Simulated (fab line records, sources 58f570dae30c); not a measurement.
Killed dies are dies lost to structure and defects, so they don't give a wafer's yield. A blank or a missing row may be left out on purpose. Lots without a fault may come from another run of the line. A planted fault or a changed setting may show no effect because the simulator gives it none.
fab line records | flow berkeley_cmos170
record lots=14 wafers=42 last_day=13
route steps=331 shown ACTIVE@77 NVT@112 M1@239 V1@269
lots that met no fault: from a run of the same line without faults
start_h: hours from the record's first day to the start of the lot's first wafer shown | wait_h: hours since the lot's step before | " the same as in the row above | L1.1+2: a row that stands for several wafers | - no value, or no start given | * or withheld: withheld | < > ~ a bound
route shown NAME@n: a module of which the file shows steps, and the number in the route of the first | usual: mean/standard deviation of fault-free wafers | same: alike in all rows | chamber/n: place in a boat | sites: the reading at each site | _std_site: their standard deviation | _edge_site: outer sites' mean less inner sites' | radius_mm: how far each site lies from the wafer's centre | mask NAME#n: copy n | behind: the tool/chamber that last shaped the wafer | hold: why the lot was held/for how many hours/how that ended | device: the transistor (n, p or np) that didn't switch | end of line: the same wafers' tests at the end of the route | a step without rows: its recipe alone | killed: dies lost to structure and defects at the first sort, not the wafer's yield | map: a wafer's dies, x killed, . not, _ none there
set.NAME: the setting as run; set.NAME@STEP: as run at that earlier step | model.NAME: the simulator's own value behind a step, which no gauge read
steps of the route over a sample of lots; a table a step, a row a wafer
services: from which hour (start_h, from the record's first day; less than 0 if before it) a tool's chamber was out of use, for how many hours, and why
## steps
# step UCB170_ACTIVE_CD_MEAS_90
# recipe target_cd_nm=1200
# usual cd_nm=1199.8/1.6
# columns lot.wafer tool chamber start_h wait_h cd_nm
L812.2 cd_sem-01 - 106.71 0.1 1201.6
L812.5 " - " " 1201.5
L812.6 " - " " 1201.8
L813.1 cd_sem-01 - 106.93 0.1 1200.3
L813.3 " - " " 1200.2
L813.6 " - " " 1198.8
L815.2 cd_sem-01 - 119.57 0.1 1199.8
L815.4 " - " " 1201.0
L815.6 " - " " 1199.6
L818.2 cd_sem-01 - 129.90 0.3 1198.1
L818.3 " - " " 1196.7
L818.5 " - " " 1198.4
L817.1 cd_sem-01 - 130.60 0.3 1200.0
L817.3 " - " " 1200.5
L817.6 " - " " 1200.7
L820.1 cd_sem-01 - 139.34 0.1 1199.4
L820.2 " - " " 1199.2
L820.3 " - " " 1198.0
L821.1 cd_sem-01 - 152.27 0.2 1198.3
L821.5 " - " " 1198.4
L821.6 " - " " 1199.2
L823.2 cd_sem-01 - 153.13 0.3 1199.8
L823.3 " - " " 1201.0
L823.5 " - " " 1201.2
L824.3 cd_sem-02 - 160.93 0.1 1197.9
L824.5 " - " " 1199.1
L824.6 " - " " 1198.9
L825.1 cd_sem-02 - 161.16 0.1 1200.2
L825.5 " - " " 1199.7
L825.6 " - " " 1200.5
L829.2 cd_sem-02 - 191.91 0.1 1199.4
L829.4 " - " " 1197.3
L829.5 " - " " 1198.6
L832.1 cd_sem-02 - 202.44 0.1 1199.8
L832.3 " - " " 1201.2
L832.4 " - " " 1200.4
L833.2 cd_sem-01 - 202.71 0.1 1198.6
L833.5 " - " " 1200.8
L833.6 " - " " 1199.2
L834.1 cd_sem-01 - 209.86 0.1 1197.8
L834.3 " - " " 1198.0
L834.4 " - " " 1198.3
# step UCB170_NVT_STRIP_08
# recipe chemistry=O2 power_w=400 pressure_mtorr=3500 platen_temp_c=withheld o2_flow_sccm=400 overash_fraction=0.5
# usual drypump_motor_current_A=5.5/0.44 oes_product_au=0.735/0.0044 overash_fraction=0.5/0 strip_time_to_endpoint_s=21.64/0.056
# columns lot.wafer tool chamber start_h wait_h drypump_motor_current_A oes_product_au overash_fraction rf_hours_counter_h strip_time_to_endpoint_s
L812.2 plasma_asher-03 1 147.21 0.1 5.6 0.737 0.5 3 21.68
L812.5 " 1 " " 5.6 0.741 0.5 - 21.59
L812.6 " 0 " " 4.8 0.739 0.5 - 21.56
L813.1 plasma_asher-02 1 147.45 0.1 5.1 0.731 0.5 39 21.59
L813.3 " 1 " " 5.1 0.734 0.5 - 21.62
L813.6 " 0 " " 5.6 0.722 0.5 - 21.61
L815.2 plasma_asher-01 1 156.62 0.1 6.0 0.736 0.5 45 21.67
L815.4 " 0 " " 6.0 0.725 0.5 - 21.69
L815.6 " 1 " " 6.0 0.737 0.5 - 21.66
L818.2 plasma_asher-02 0 165.26 0.1 5.6 0.747 0.5 41 21.61
L818.3 " 0 " " 5.6 0.741 0.5 - 21.62
L818.5 " 0 " " 5.6 0.738 0.5 - 21.59
L817.1 plasma_asher-03 1 165.81 0.1 5.6 0.730 0.5 5 21.65
L817.3 " 0 " " 4.8 0.735 0.5 - 21.71
L817.6 " 1 " " 5.6 0.733 0.5 - 21.71
L820.1 plasma_asher-01 0 176.26 0.1 6.0 0.727 0.5 47 21.71
L820.2 " 1 " " 6.0 0.735 0.5 47 21.75
L820.3 " 0 " " 6.0 0.740 0.5 - 21.74
L821.1 plasma_asher-03 1 191.22 0.1 5.6 0.737 0.5 8 21.63
L821.5 " 1 " " 5.6 0.731 0.5 - 21.65
L821.6 " 0 " " 4.8 0.741 0.5 - 21.66
L823.2 plasma_asher-01 1 191.71 0.1 6.0 0.742 0.5 49 21.56
L823.3 " 0 " " 6.0 0.729 0.5 - 21.70
L823.5 " 0 " " 6.0 0.731 0.5 - 21.65
L825.1 plasma_asher-01 1 201.81 0.2 6.0 0.725 0.5 50 21.66
L825.5 " 0 " " 6.0 0.726 0.5 - 21.63
L825.6 " 1 " " 6.0 0.736 0.5 - 21.62
L824.3 plasma_asher-03 0 201.95 0.1 4.8 0.729 0.5 - 21.67
L824.5 " 1 " " 5.6 0.731 0.5 - 21.64
L824.6 " 0 " " 4.8 0.738 0.5 - 21.63
L829.2 plasma_asher-03 1 229.42 0.1 5.6 0.860 0.2 12 21.56
L829.4 " 0 " " 4.8 0.859 0.2 - 21.58
L829.5 " 1 " " 5.6 0.859 0.2 - 21.58
L833.2 plasma_asher-01 1 239.25 0.1 6.0 0.730 0.5 54 21.56
L833.5 " 1 " " 6.0 0.736 0.5 - 21.59
L833.6 " 0 " " 6.0 0.730 0.5 - 21.57
L832.1 plasma_asher-03 1 239.52 0.1 5.6 0.864 0.2 13 21.66
L832.3 " 0 " " 4.8 0.856 0.2 - 21.70
L832.4 " 1 " " 5.6 0.862 0.2 - 21.73
L834.1 plasma_asher-01 1 246.70 0.1 6.0 0.740 0.5 55 21.58
L834.3 " 0 " " 6.0 0.740 0.5 - 21.72
L834.4 " 1 " " 6.0 0.733 0.5 - 21.56
# step UCB170_M1_RS_MEAS_01
# recipe thk_meas_gauge=four-point-probe reads=Al_of_M1_SPUTTER_00
# usual M1_AL_RS=0.0484/0.00055
# columns lot.wafer tool chamber start_h wait_h M1_AL_RS[ohm/sq]
L813.1 film_metro-01 - 188.61 0.0 0.0486
L813.3 " - " " 0.0488
L813.6 " - " " 0.0492
L812.2 film_metro-02 - 188.98 0.1 0.0492
L812.5 " - " " 0.0489
L812.6 " - " " 0.0484
L815.2 film_metro-03 - 205.81 0.1 0.0485
L815.4 " - " " 0.0476
L815.6 " - " " 0.0481
L818.2 film_metro-01 - 205.98 0.1 0.0474
L818.3 " - " " 0.0485
L818.5 " - " " 0.0475
L817.1 film_metro-03 - 207.18 0.0 0.0478
L817.3 " - " " 0.0486
L817.6 " - " " 0.0491
L820.1 film_metro-01 - 223.35 0.0 0.0481
L820.2 " - " " 0.0486
L820.3 " - " " 0.0478
L823.2 film_metro-02 - 230.46 0.1 0.0482
L823.3 " - " " 0.0489
L823.5 " - " " 0.0482
L821.1 film_metro-02 - 232.49 0.0 0.0479
L821.5 " - " " 0.0480
L821.6 " - " " 0.0487
L825.1 film_metro-03 - 245.71 0.0 0.0481
L825.5 " - " " 0.0487
L825.6 " - " " 0.0488
L824.3 film_metro-02 - 246.40 0.1 0.0485
L824.5 " - " " 0.0488
L824.6 " - " " 0.0490
L829.2 film_metro-03 - 267.14 0.1 0.0481
L829.4 " - " " 0.0485
L829.5 " - " " 0.0482
L832.1 film_metro-01 - 283.22 0.0 0.0487
L832.3 " - " " 0.0481
L832.4 " - " " 0.0488
L833.2 film_metro-02 - 283.23 0.1 0.0485
L833.5 " - " " 0.0484
L833.6 " - " " 0.0483
L834.1 film_metro-01 - 287.11 0.0 0.0475
L834.3 " - " " 0.0489
L834.4 " - " " 0.0482
# step UCB170_V1_STRIP_15
# recipe chemistry=O2 power_w=400 pressure_mtorr=3500 platen_temp_c=withheld o2_flow_sccm=400 overash_fraction=0.5
# usual drypump_motor_current_A=5.4/0.37 oes_product_au=0.722/0.0042 overash_fraction=0.5/0 strip_time_to_endpoint_s=15.32/0.14
# columns lot.wafer tool chamber start_h wait_h drypump_motor_current_A oes_product_au overash_fraction rf_hours_counter_h strip_time_to_endpoint_s
L813.1 plasma_asher-04 0 194.00 0.1 5.7 0.718 0.5 40 15.30
L813.3 " 0 " " 5.7 0.725 0.5 - 15.41
L813.6 " 0 " " 5.6 0.719 0.5 - 15.31
L812.2 plasma_asher-03 0 195.69 0.1 4.8 0.722 0.5 8 15.26
L812.5 " 0 " " 4.8 0.715 0.5 - 15.35
L812.6 " 1 " " 5.6 0.725 0.5 - 15.19
L815.2 plasma_asher-04 0 213.33 0.1 5.6 0.715 0.5 42 15.58
L815.4 " 0 " " 5.6 0.727 0.5 - 15.40
L815.6 " 1 " " 6.0 0.717 0.5 - 15.27
L818.2 plasma_asher-03 0 213.60 0.1 4.8 0.716 0.5 10 15.12
L818.3 " 1 " " 5.6 0.715 0.5 - 15.49
L818.5 " 0 " " 4.8 0.721 0.5 - 15.22
L817.1 plasma_asher-04 0 214.10 0.1 5.7 0.724 0.5 42 15.47
L817.3 " 0 " " 5.6 0.724 0.5 - 15.31
L817.6 " 1 " " 6.0 0.721 0.5 - 15.41
L820.1 plasma_asher-02 0 243.82 0.1 5.6 0.731 0.5 50 15.57
L820.2 " 1 " " 5.1 0.730 0.5 50 15.63
L820.3 " 1 " " 5.1 0.730 0.5 - 15.38
L823.2 plasma_asher-02 1 244.22 0.1 5.1 0.718 0.5 50 15.34
L823.3 " 1 " " 5.1 0.720 0.5 - 15.19
L823.5 " 0 " " 5.6 0.724 0.5 - 15.13
L821.1 plasma_asher-03 0 244.39 0.1 4.8 0.723 0.5 13 15.33
L821.5 " 0 " " 4.8 0.730 0.5 - 15.23
L821.6 " 1 " " 5.6 0.724 0.5 - 15.19
L825.1 plasma_asher-03 0 252.59 0.1 4.8 0.721 0.5 14 15.27
L825.5 " 0 " " 4.8 0.717 0.5 - 15.37
L825.6 " 1 " " 5.6 0.721 0.5 - 15.30
L824.3 plasma_asher-04 1 253.95 0.1 6.0 0.723 0.5 - 15.32
L824.5 " 0 " " 5.7 0.711 0.5 - 15.32
L824.6 " 1 " " 6.0 0.719 0.5 - 15.02
L829.2 plasma_asher-03 0 278.42 0.1 4.8 0.717 0.5 17 15.46
L829.4 " 0 " " 4.8 0.725 0.5 - 15.39
L829.5 " 0 " " 4.8 0.718 0.5 - 15.36
L832.1 plasma_asher-02 1 289.24 0.1 5.1 0.721 0.5 56 15.37
L832.3 " 1 " " 5.1 0.722 0.5 - 15.32
L832.4 " 0 " " 5.6 0.725 0.5 - 15.09
L833.2 plasma_asher-04 0 290.07 0.1 5.6 0.723 0.5 51 15.39
L833.5 " 0 " " 5.6 0.722 0.5 - 15.36
L833.6 " 1 " " 6.0 0.716 0.5 - 15.71
L834.1 plasma_asher-03 0 292.49 0.1 4.8 0.729 0.5 19 15.44
L834.3 " 0 " " 4.8 0.723 0.5 - 15.20
L834.4 " 1 " " 5.5 0.723 0.5 - 15.36
## services
# columns tool chamber start_h hours kind
plasma_asher-03 - 152.87 0.6 repair
plasma_asher-03 - 233.96 5.4 repair
plasma_asher-04 - 238.41 0.7 repair
## key
first_sign step=UCB170_NVT_STRIP_08 reading=overash_fraction direction=down sigmas=99+ usual=0.5 struck=0.2
effect step=UCB170_NVT_STRIP_08 reading=oes_product_au direction=up sigmas=28 usual=0.735 struck=0.860
met_at UCB170_NVT_STRIP_08
struck_lots L829,L832
tester_left_out L829,L832
not_acting_at UCB170_ACTIVE_CD_MEAS_90,UCB170_M1_RS_MEAS_01,UCB170_V1_STRIP_15
onset_between 201.95 229.42
fault kind=process_parameter_drift tool=plasma_asher-03 chamber=- onset_h=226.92 steps=UCB170_NVT_STRIP_08 channel=overash_fraction offset=-0.3 shape=step end_h=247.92 acts_in=these_recipes_only stated=0.5
# tester_left_out: of these lots the tester's yield and bins aren't shown, on N5 and GAA mostly nor the transistor test; their killed dies are dies lost to structure and defects alone, not to doping, threshold or leakage, so they don't give the yield
